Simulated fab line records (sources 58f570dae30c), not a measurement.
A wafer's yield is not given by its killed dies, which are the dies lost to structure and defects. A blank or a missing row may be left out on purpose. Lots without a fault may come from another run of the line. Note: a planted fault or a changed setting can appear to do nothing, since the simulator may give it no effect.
Which tool was responsible? || flow berkeley cmos170 || 7 lots, 21 wafers sampled, at 4 steps of a route of 331

== WHAT THE GAUGES SHOWED, per wafer ==
UCB170_M3_CD_MEAS_90: target cd 700 nm.
{"lot": "L966", "measured": "day 8 16:15", "on": "cd sem-01", "cd nm (nm)": "704.4 703.5 703.2"}
{"lot": "L967", "measured": "day 8 16:21", "on": "cd sem-01", "cd nm (nm)": "699.7 699.2 696.2"}
{"lot": "L970", "measured": "day 9 14:01", "on": "cd sem-01", "cd nm (nm)": "705.4 698.3 703.6"}
{"lot": "L973", "measured": "day 9 15:05", "on": "cd sem-02", "cd nm (nm)": "702.3 702.8 700.0"}
{"lot": "L980", "measured": "day 11 00:14", "on": "cd sem-01", "cd nm (nm)": "699.3 696.0 695.1"}
{"lot": "L981", "measured": "day 11 13:55", "on": "cd sem-02", "cd nm (nm)": "700.4 702.8 701.7"}
{"lot": "L982", "measured": "day 12 01:47", "on": "cd sem-02", "cd nm (nm)": "695.1 699.2 698.1"}

== WHAT TOOL EACH LOT RAN ON (gives the tool, then ch and the chambers of the sampled wafers, and finally the start) ==
{"lot": "L966", "UCB170_V1_CMP_02": "cmp-02 ch 0,1,3, day 8 00:45", "UCB170_M3_METAL_ETCH_18": "rie metal-01 ch 0,1, day 8 15:57", "UCB170_M3_STRIP_19": "plasma asher-03 ch 0,1, day 8 16:08"}
{"lot": "L967", "UCB170_V1_CMP_02": "cmp-01 ch 1,3, day 8 01:03", "UCB170_M3_METAL_ETCH_18": "rie metal-02 ch 0, day 8 16:02", "UCB170_M3_STRIP_19": "plasma asher-02 ch 0,1, day 8 16:13"}
{"lot": "L970", "UCB170_V1_CMP_02": "cmp-02 ch 1,2,3, day 9 01:47", "UCB170_M3_METAL_ETCH_18": "rie metal-01 ch 0,1, day 9 13:44", "UCB170_M3_STRIP_19": "plasma asher-04 ch 0,1, day 9 13:55"}
{"lot": "L973", "UCB170_V1_CMP_02": "cmp-02 ch 0,3, day 9 02:41", "UCB170_M3_METAL_ETCH_18": "rie metal-01 ch 0,1, day 9 14:49", "UCB170_M3_STRIP_19": "plasma asher-02 ch 0,1, day 9 14:59"}
{"lot": "L980", "UCB170_V1_CMP_02": "cmp-02 ch 1,2, day 10 14:07", "UCB170_M3_METAL_ETCH_18": "rie metal-02 ch 0, day 10 23:56", "UCB170_M3_STRIP_19": "plasma asher-02 ch 0,1, day 11 00:07"}
{"lot": "L981", "UCB170_V1_CMP_02": "cmp-02 ch 1,2, day 11 03:38", "UCB170_M3_METAL_ETCH_18": "rie metal-04 ch 0,1, day 11 13:37", "UCB170_M3_STRIP_19": "plasma asher-03 ch 0,1, day 11 13:49"}
{"lot": "L982", "UCB170_V1_CMP_02": "cmp-01 ch 1,3, day 11 14:52", "UCB170_M3_METAL_ETCH_18": "rie metal-04 ch 0,1, day 12 01:30", "UCB170_M3_STRIP_19": "plasma asher-04 ch 0,1, day 12 01:41"}
- UCB170_V1_CMP_02: polishes SiO2.
- UCB170_M3_METAL_ETCH_18: etches Al in Cl2/BCl3, stops on SiO2, target depth 1170 nm, time 195 s.
- UCB170_M3_STRIP_19: strips in O2.

== THE ANSWER, worked out from the rows above alone ==
Rule: the lots themselves supply what counts as usual. Put in order of their means at a reading, lots are off if they are a third of the lots or fewer, leave a main group of 4 or more, and stand apart from it by a gap of 3 or more times the standard deviation of the main group's means; of several such gaps the widest counts. A main group whose means are all the same, to the digits that the tables above print for the reading, isn't used. A lot without any number at a reading at which 4 lots or more have one is off too. All remaining lots with rows at the step are treated as sound.
No lot is off at any reading shown: from this, nothing can be told.

== WHAT THE SIMULATOR HAD INSERTED ==
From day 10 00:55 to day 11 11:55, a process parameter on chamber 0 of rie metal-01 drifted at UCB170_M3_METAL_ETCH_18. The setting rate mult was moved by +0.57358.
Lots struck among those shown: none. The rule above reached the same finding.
